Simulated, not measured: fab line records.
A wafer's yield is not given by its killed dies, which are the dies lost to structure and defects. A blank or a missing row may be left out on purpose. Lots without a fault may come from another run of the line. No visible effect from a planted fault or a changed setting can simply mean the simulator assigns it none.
Which tool did it? || flow rit-cmos || 39 wafers from 13 lots sampled at 2 of the route's 202 steps

== WHAT THE GAUGES SHOWED, per wafer ==
RIT_ACTIVE_THK_MEAS_04. Usual: ACTIVE_NITRIDE_THK 149.9 nm, standard deviation 1.5.
{"lot": "L379", "measured": "day 2 02:54", "on": "film-metro-04", "ACTIVE_NITRIDE_THK (nm)": "152.6 152.2 152.3", "flag": ""}
{"lot": "L380", "measured": "day 2 07:12", "on": "film-metro-04", "ACTIVE_NITRIDE_THK (nm)": "151.9 151.4 150.6", "flag": ""}
{"lot": "L381", "measured": "day 2 10:48", "on": "film-metro-01", "ACTIVE_NITRIDE_THK (nm)": "149.8 150.4 148.9", "flag": ""}
{"lot": "L382", "measured": "day 2 17:24", "on": "film-metro-03", "ACTIVE_NITRIDE_THK (nm)": "148.2 148.2 148.6", "flag": ""}
{"lot": "L383", "measured": "day 2 19:32", "on": "film-metro-03", "ACTIVE_NITRIDE_THK (nm)": "149.8 148.5 149.3", "flag": ""}
{"lot": "L384", "measured": "day 3 00:42", "on": "film-metro-01", "ACTIVE_NITRIDE_THK (nm)": "147.9 147.4 147.7", "flag": ""}
{"lot": "L386", "measured": "day 3 10:42", "on": "film-metro-01", "ACTIVE_NITRIDE_THK (nm)": "151.6 151.2 151.3", "flag": ""}
{"lot": "L387", "measured": "day 3 15:32", "on": "film-metro-03", "ACTIVE_NITRIDE_THK (nm)": "150.1 151.0 151.0", "flag": ""}
{"lot": "L389", "measured": "day 4 01:34", "on": "film-metro-04", "ACTIVE_NITRIDE_THK (nm)": "150.7 150.1 149.9", "flag": ""}
{"lot": "L390", "measured": "day 4 08:16", "on": "film-metro-03", "ACTIVE_NITRIDE_THK (nm)": "150.7 150.4 150.0", "flag": ""}
{"lot": "L395", "measured": "day 5 07:58", "on": "film-metro-03", "ACTIVE_NITRIDE_THK (nm)": "152.0 151.0 151.8", "flag": ""}
{"lot": "L396", "measured": "day 5 13:22", "on": "film-metro-03", "ACTIVE_NITRIDE_THK (nm)": "136.6 138.1 137.0", "flag": "OFF"}
{"lot": "L397", "measured": "day 5 20:16", "on": "film-metro-03", "ACTIVE_NITRIDE_THK (nm)": "148.7 149.3 148.9", "flag": ""}

== WHAT TOOL EACH LOT RAN ON (gives the tool, then ch and the chambers of the sampled wafers, and finally the start) ==
{"lot": "L379", "RIT_ACTIVE_CVD_03": "lpcvd-02 ch 0, day 2 00:47"}
{"lot": "L380", "RIT_ACTIVE_CVD_03": "lpcvd-02 ch 1, day 2 05:47"}
{"lot": "L381", "RIT_ACTIVE_CVD_03": "lpcvd-01 ch 0, day 2 09:23"}
{"lot": "L382", "RIT_ACTIVE_CVD_03": "lpcvd-01 ch 0, day 2 15:58"}
{"lot": "L383", "RIT_ACTIVE_CVD_03": "lpcvd-02 ch 0, day 2 18:07"}
{"lot": "L384", "RIT_ACTIVE_CVD_03": "lpcvd-01 ch 1, day 2 23:16"}
{"lot": "L386", "RIT_ACTIVE_CVD_03": "lpcvd-02 ch 0, day 3 09:17"}
{"lot": "L387", "RIT_ACTIVE_CVD_03": "lpcvd-02 ch 1, day 3 14:07"}
{"lot": "L389", "RIT_ACTIVE_CVD_03": "lpcvd-02 ch 0, day 4 00:07"}
{"lot": "L390", "RIT_ACTIVE_CVD_03": "lpcvd-02 ch 1, day 4 06:50"}
{"lot": "L395", "RIT_ACTIVE_CVD_03": "lpcvd-01 ch 0, day 5 06:32"}
{"lot": "L396", "RIT_ACTIVE_CVD_03": "lpcvd-02 ch 1, day 5 11:56"}
{"lot": "L397", "RIT_ACTIVE_CVD_03": "lpcvd-01 ch 1, day 5 18:51"}
- RIT_ACTIVE_CVD_03: deposits Si3N4 from SiH2Cl2/NH3, target thk 150 nm, time 1500 s.

== AS READ BY THE TOOLS THEMSELVES (means over the sampled wafers that have a number; for cases with no such wafer, the mark the record gives instead) ==
RIT_ACTIVE_CVD_03. Usual: 59.96 sccm for sih2cl2-flow-sccm, sd 0.17.
{"lot": "L379", "tool": "lpcvd-02", "sih2cl2-flow-sccm (sccm)": 59.86, "flag": ""}
{"lot": "L380", "tool": "lpcvd-02", "sih2cl2-flow-sccm (sccm)": 59.91, "flag": ""}
{"lot": "L381", "tool": "lpcvd-01", "sih2cl2-flow-sccm (sccm)": 60.02, "flag": ""}
{"lot": "L382", "tool": "lpcvd-01", "sih2cl2-flow-sccm (sccm)": 59.78, "flag": ""}
{"lot": "L383", "tool": "lpcvd-02", "sih2cl2-flow-sccm (sccm)": 60.10, "flag": ""}
{"lot": "L384", "tool": "lpcvd-01", "sih2cl2-flow-sccm (sccm)": 59.92, "flag": ""}
{"lot": "L386", "tool": "lpcvd-02", "sih2cl2-flow-sccm (sccm)": 59.75, "flag": ""}
{"lot": "L387", "tool": "lpcvd-02", "sih2cl2-flow-sccm (sccm)": 60.06, "flag": ""}
{"lot": "L389", "tool": "lpcvd-02", "sih2cl2-flow-sccm (sccm)": 60.22, "flag": ""}
{"lot": "L390", "tool": "lpcvd-02", "sih2cl2-flow-sccm (sccm)": 59.87, "flag": ""}
{"lot": "L395", "tool": "lpcvd-01", "sih2cl2-flow-sccm (sccm)": 59.90, "flag": ""}
{"lot": "L396", "tool": "lpcvd-02", "sih2cl2-flow-sccm (sccm)": 59.99, "flag": ""}
{"lot": "L397", "tool": "lpcvd-01", "sih2cl2-flow-sccm (sccm)": 60.04, "flag": ""}

== THE ANSWER, worked out from the rows above alone ==
Rule: lot off if the mean of its wafers having a number is beyond 3 standard deviations from the usual mean. Also off: a lot with no number at a reading for which 4 or more lots have one. All remaining lots with rows at the step are treated as sound. First the gauges in route order, then the tools' own readings, where a lot's mean is used as printed above. The first step at which some lot is off is used, and at that step the reading that is off furthest; a lot without a number counts as furthest.
Off: L396, seen at RIT_ACTIVE_THK_MEAS_04 (ACTIVE_NITRIDE_THK).
If a tool, at a process step before that reading, ran all the lots that are off and no sound lot after the first of them, it fits. Gauges at RIT_ACTIVE_THK_MEAS_04: tried the same way as those tools. One fits: RIT_ACTIVE_CVD_03 on lpcvd-02. A fault onset in the window from L390 (day 4 06:50, its last sound lot) to L396 (day 5 11:56, its first lot off) fits.

== WHAT THE SIMULATOR HAD INSERTED ==
lpcvd-02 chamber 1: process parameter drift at RIT_ACTIVE_CVD_03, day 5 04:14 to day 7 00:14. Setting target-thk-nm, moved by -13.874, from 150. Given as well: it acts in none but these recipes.
Shown lots that were struck: L396. This agrees with what the rule above found.
